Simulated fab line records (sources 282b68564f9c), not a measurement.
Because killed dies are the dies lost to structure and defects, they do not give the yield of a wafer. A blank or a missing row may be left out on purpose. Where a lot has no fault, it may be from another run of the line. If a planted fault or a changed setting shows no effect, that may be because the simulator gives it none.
The tool behind it: which one? | flow rit_cmos | 15 lots with 45 wafers sampled at 3 steps, on a route of 202 steps

## WHAT THE GAUGES SHOWED, per wafer
RIT_NLDD_TW_MEAS_10. Usual: NLDD_TW typically reads 2461, with standard deviation 14.
lot  | measured    | on            | NLDD_TW        | flag
L431 | day 2 17:25 | film_metro-02 | 2467 2479 2468 |
L432 | day 2 22:22 | film_metro-01 | 2465 2477 2472 |
L433 | day 3 04:46 | film_metro-01 | 2463 2446 2454 |
L435 | day 3 15:28 | film_metro-01 | 2441 2450 2439 |
L436 | day 3 19:41 | film_metro-01 | 2904 2895 2882 | OFF
L437 | day 3 23:09 | film_metro-03 | 2475 2454 2466 |
L440 | day 4 15:30 | film_metro-03 | 2912 2924 2930 | OFF
L441 | day 4 20:20 | film_metro-03 | 2945 2950 2947 | OFF
L442 | day 5 00:22 | film_metro-03 | 2460 2463 2459 |
L446 | day 5 23:59 | film_metro-01 | 2473 2458 2434 |
L448 | day 6 07:31 | film_metro-03 | 2481 2471 2478 |
L449 | day 6 14:05 | film_metro-02 | 2459 2441 2456 |
L450 | day 6 21:42 | film_metro-01 | 2444 2452 2431 |
L452 | day 7 06:37 | film_metro-02 | 2464 2436 2454 |
L454 | day 7 15:42 | film_metro-01 | 2457 2460 2457 |

RIT_SDANNEAL_RS_MEAS_07: measures by four-point-probe. Usual: NLDD_RS typically reads 151.7 ohm/sq, with standard deviation 0.57.
lot  | measured    | on            | NLDD_RS (ohm/sq)  | flag
L431 | day 3 01:10 | film_metro-01 | 152.2 151.7 151.9 |
L432 | day 3 06:14 | film_metro-03 | 151.3 152.0 151.9 |
L433 | day 3 12:40 | film_metro-02 | 151.1 151.2 151.9 |
L435 | day 3 23:21 | film_metro-01 | 151.6 151.9 151.6 |
L436 | day 4 06:52 | film_metro-03 | 86.5 86.6 86.5    | OFF
L437 | day 4 07:06 | film_metro-02 | 151.9 152.0 152.0 |
L440 | day 4 23:17 | film_metro-03 | 86.5 86.7 86.6    | OFF
L441 | day 5 05:26 | film_metro-03 | 86.2 86.4 86.4    | OFF
L442 | day 5 08:37 | film_metro-02 | 152.8 153.1 153.0 |
L446 | day 6 08:01 | film_metro-02 | 152.0 152.0 153.1 |
L448 | day 6 15:17 | film_metro-02 | 151.8 152.0 151.6 |
L449 | day 6 21:50 | film_metro-03 | 150.8 151.7 151.8 |
L450 | day 7 06:41 | film_metro-03 | 151.0 151.3 151.7 |
L452 | day 7 14:22 | film_metro-03 | 151.3 151.1 150.7 |
L454 | day 7 23:28 | film_metro-03 | 152.1 151.8 151.6 |

## EACH LOT AND THE TOOL THAT RAN IT (in order: tool; ch and the chambers of the sampled wafers; start)
lot  | RIT_NLDD_IMPLANT_08
L431 | implanter-03 ch 0, day 2 17:07
L432 | implanter-04 ch 0, day 2 22:05
L433 | implanter-03 ch 0, day 3 04:26
L435 | implanter-03 ch 0, day 3 15:09
L436 | implanter-04 ch 0, day 3 18:59
L437 | implanter-02 ch 0, day 3 22:49
L440 | implanter-03 ch 0, day 4 14:52
L441 | implanter-04 ch 0, day 4 19:43
L442 | implanter-04 ch 0, day 5 00:02
L446 | implanter-02 ch 0, day 5 23:39
L448 | implanter-02 ch 0, day 6 07:11
L449 | implanter-04 ch 0, day 6 13:45
L450 | implanter-04 ch 0, day 6 21:22
L452 | implanter-03 ch 0, day 7 06:19
L454 | implanter-03 ch 0, day 7 15:23
- RIT_NLDD_IMPLANT_08

## WHAT THE TOOLS THEMSELVES READ (means of the sampled wafers that have a number; where no wafer has one, the mark that the record gives instead)
RIT_NLDD_IMPLANT_08. Usual: beam_energy_keV 20.000, standard deviation 0.0054.
lot  | tool         | beam_energy_keV | flag
L431 | implanter-03 | 19.996          |
L432 | implanter-04 | 20.005          |
L433 | implanter-03 | 19.994          |
L435 | implanter-03 | 19.999          |
L436 | implanter-04 | 19.997          |
L437 | implanter-02 | 20.005          |
L440 | implanter-03 | 19.997          |
L441 | implanter-04 | 20.000          |
L442 | implanter-04 | 20.001          |
L446 | implanter-02 | 20.001          |
L448 | implanter-02 | 20.000          |
L449 | implanter-04 | 20.000          |
L450 | implanter-04 | 19.997          |
L452 | implanter-03 | 19.996          |
L454 | implanter-03 | 19.998          |

## THE ANSWER, worked out from the rows above alone
Rule: lot off if the mean of its wafers having a number is beyond 3 standard deviations from the usual mean. Also off: a lot with no number at a reading for which 4 or more lots have one. Where the step has rows for the other lots, those lots are counted as sound. First the gauges in route order, then the tools' own readings, where a lot's mean is used as printed above. At the first step where some lot is off, the reading lying furthest off is the one used; lots without a number count as furthest.
Off: at RIT_NLDD_TW_MEAS_10 (NLDD_TW), L436, L440, L441.
A tool fits if, at a process step before that reading, it ran every lot that is off, and no sound lot after the first of them. Those tools and the gauges at RIT_NLDD_TW_MEAS_10 are tried in the same way. No candidate that was tried fits.

## WHAT THE SIMULATOR PUT IN
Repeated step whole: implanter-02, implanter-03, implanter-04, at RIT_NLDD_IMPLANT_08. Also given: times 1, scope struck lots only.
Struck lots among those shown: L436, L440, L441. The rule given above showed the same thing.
